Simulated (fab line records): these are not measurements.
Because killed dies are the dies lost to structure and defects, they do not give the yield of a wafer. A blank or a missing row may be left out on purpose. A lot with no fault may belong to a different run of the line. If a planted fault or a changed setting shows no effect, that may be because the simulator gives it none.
Tool commonality check || flow berkeley cmos170 || 14 lots and 42 wafers in the sample

WHY THIS WAS OPENED
UCB170_PVT_TW_MEAS_09, reading PVT_TW: flagged on 2 of 14 lots. Fault-free wafers read 504, with a standard deviation of 3.7.
Rule: a lot gets a flag if all its wafers with a number sit over 4 standard deviations from that mean, or if no wafer of it has a number. As for the other lots, they are considered sound.

{"lot": "L552", "measured": "day 6 19:38", "on": "film metro-03", "PVT_TW, wafer by wafer": "502 501 503", "flag": ""}
{"lot": "L551", "measured": "day 6 21:03", "on": "film metro-02", "PVT_TW, wafer by wafer": "499 502 502", "flag": ""}
{"lot": "L554", "measured": "day 7 02:56", "on": "film metro-03", "PVT_TW, wafer by wafer": "502 502 501", "flag": ""}
{"lot": "L556", "measured": "day 7 13:21", "on": "film metro-04", "PVT_TW, wafer by wafer": "631 630 631", "flag": "FLAGGED"}
{"lot": "L564", "measured": "day 9 17:07", "on": "film metro-02", "PVT_TW, wafer by wafer": "503 502 503", "flag": ""}
{"lot": "L563", "measured": "day 9 17:08", "on": "film metro-03", "PVT_TW, wafer by wafer": "616 622 618", "flag": "FLAGGED"}
{"lot": "L565", "measured": "day 9 17:20", "on": "film metro-04", "PVT_TW, wafer by wafer": "505 508 506", "flag": ""}
{"lot": "L568", "measured": "day 10 04:02", "on": "film metro-04", "PVT_TW, wafer by wafer": "512 508 509", "flag": ""}
{"lot": "L567", "measured": "day 10 04:33", "on": "film metro-04", "PVT_TW, wafer by wafer": "509 510 511", "flag": ""}
{"lot": "L569", "measured": "day 10 13:06", "on": "film metro-02", "PVT_TW, wafer by wafer": "505 505 505", "flag": ""}
{"lot": "L571", "measured": "day 11 02:36", "on": "film metro-04", "PVT_TW, wafer by wafer": "503 506 506", "flag": ""}
{"lot": "L570", "measured": "day 11 02:37", "on": "film metro-03", "PVT_TW, wafer by wafer": "501 498 500", "flag": ""}
{"lot": "L572", "measured": "day 11 11:34", "on": "film metro-04", "PVT_TW, wafer by wafer": "510 510 509", "flag": ""}
{"lot": "L574", "measured": "day 11 20:37", "on": "film metro-04", "PVT_TW, wafer by wafer": "504 505 505", "flag": ""}
Average over the flagged lots: 625; offset from the usual +121, equal to +33 standard deviations.

TOOL THAT RAN EACH LOT
The record keeps 1 process step preceding the reading, out of 331 steps on the route. Read each cell as the tool, then ch plus the chambers that the sampled wafers visited, then the start.
{"lot": "L552", "flag": "", "UCB170_PVT_IMPLANT_07": "implanter-04 ch 0, day 6 19:25"}
{"lot": "L551", "flag": "", "UCB170_PVT_IMPLANT_07": "implanter-03 ch 0, day 6 20:49"}
{"lot": "L554", "flag": "", "UCB170_PVT_IMPLANT_07": "implanter-04 ch 0, day 7 02:41"}
{"lot": "L556", "flag": "FLAGGED", "UCB170_PVT_IMPLANT_07": "implanter-03 ch 0, day 7 12:48"}
{"lot": "L564", "flag": "", "UCB170_PVT_IMPLANT_07": "implanter-04 ch 0, day 9 16:55"}
{"lot": "L563", "flag": "FLAGGED", "UCB170_PVT_IMPLANT_07": "implanter-02 ch 0, day 9 16:34"}
{"lot": "L565", "flag": "", "UCB170_PVT_IMPLANT_07": "implanter-03 ch 0, day 9 17:06"}
{"lot": "L568", "flag": "", "UCB170_PVT_IMPLANT_07": "implanter-04 ch 0, day 10 03:48"}
{"lot": "L567", "flag": "", "UCB170_PVT_IMPLANT_07": "implanter-02 ch 0, day 10 04:19"}
{"lot": "L569", "flag": "", "UCB170_PVT_IMPLANT_07": "implanter-04 ch 0, day 10 12:51"}
{"lot": "L571", "flag": "", "UCB170_PVT_IMPLANT_07": "implanter-02 ch 0, day 11 02:21"}
{"lot": "L570", "flag": "", "UCB170_PVT_IMPLANT_07": "implanter-04 ch 0, day 11 02:23"}
{"lot": "L572", "flag": "", "UCB170_PVT_IMPLANT_07": "implanter-04 ch 0, day 11 11:21"}
{"lot": "L574", "flag": "", "UCB170_PVT_IMPLANT_07": "implanter-03 ch 0, day 11 20:22"}
What the steps here do:
- UCB170_PVT_IMPLANT_07
- UCB170_PVT_TW_MEAS_09

FLAGGED AGAINST TOTAL, ONE TOOL AT A TIME (gauges that did the reading follow at the end)
{"step": "UCB170_PVT_IMPLANT_07", "tool": "implanter-02", "lots run": 3, "flagged": 1, "share of the flagged lots": "some", "sound lots run after its first flagged lot": "2 (L567,L571)"}
{"step": "UCB170_PVT_IMPLANT_07", "tool": "implanter-03", "lots run": 4, "flagged": 1, "share of the flagged lots": "some", "sound lots run after its first flagged lot": "2 (L565,L574)"}
{"step": "UCB170_PVT_IMPLANT_07", "tool": "implanter-04", "lots run": 7, "flagged": 0, "share of the flagged lots": "none", "sound lots run after its first flagged lot": "-"}
{"step": "UCB170_PVT_TW_MEAS_09", "tool": "film metro-02", "lots run": 3, "flagged": 0, "share of the flagged lots": "none", "sound lots run after its first flagged lot": "-"}
{"step": "UCB170_PVT_TW_MEAS_09", "tool": "film metro-03", "lots run": 4, "flagged": 1, "share of the flagged lots": "some", "sound lots run after its first flagged lot": "1 (L570)"}
{"step": "UCB170_PVT_TW_MEAS_09", "tool": "film metro-04", "lots run": 7, "flagged": 1, "share of the flagged lots": "some", "sound lots run after its first flagged lot": "6 (L565,L568,L567,L571,L572,L574)"}

WHAT THE TABLE PERMITS
No row of the table ran every flagged lot.

WHAT WAS PUT IN BY THE SIMULATOR
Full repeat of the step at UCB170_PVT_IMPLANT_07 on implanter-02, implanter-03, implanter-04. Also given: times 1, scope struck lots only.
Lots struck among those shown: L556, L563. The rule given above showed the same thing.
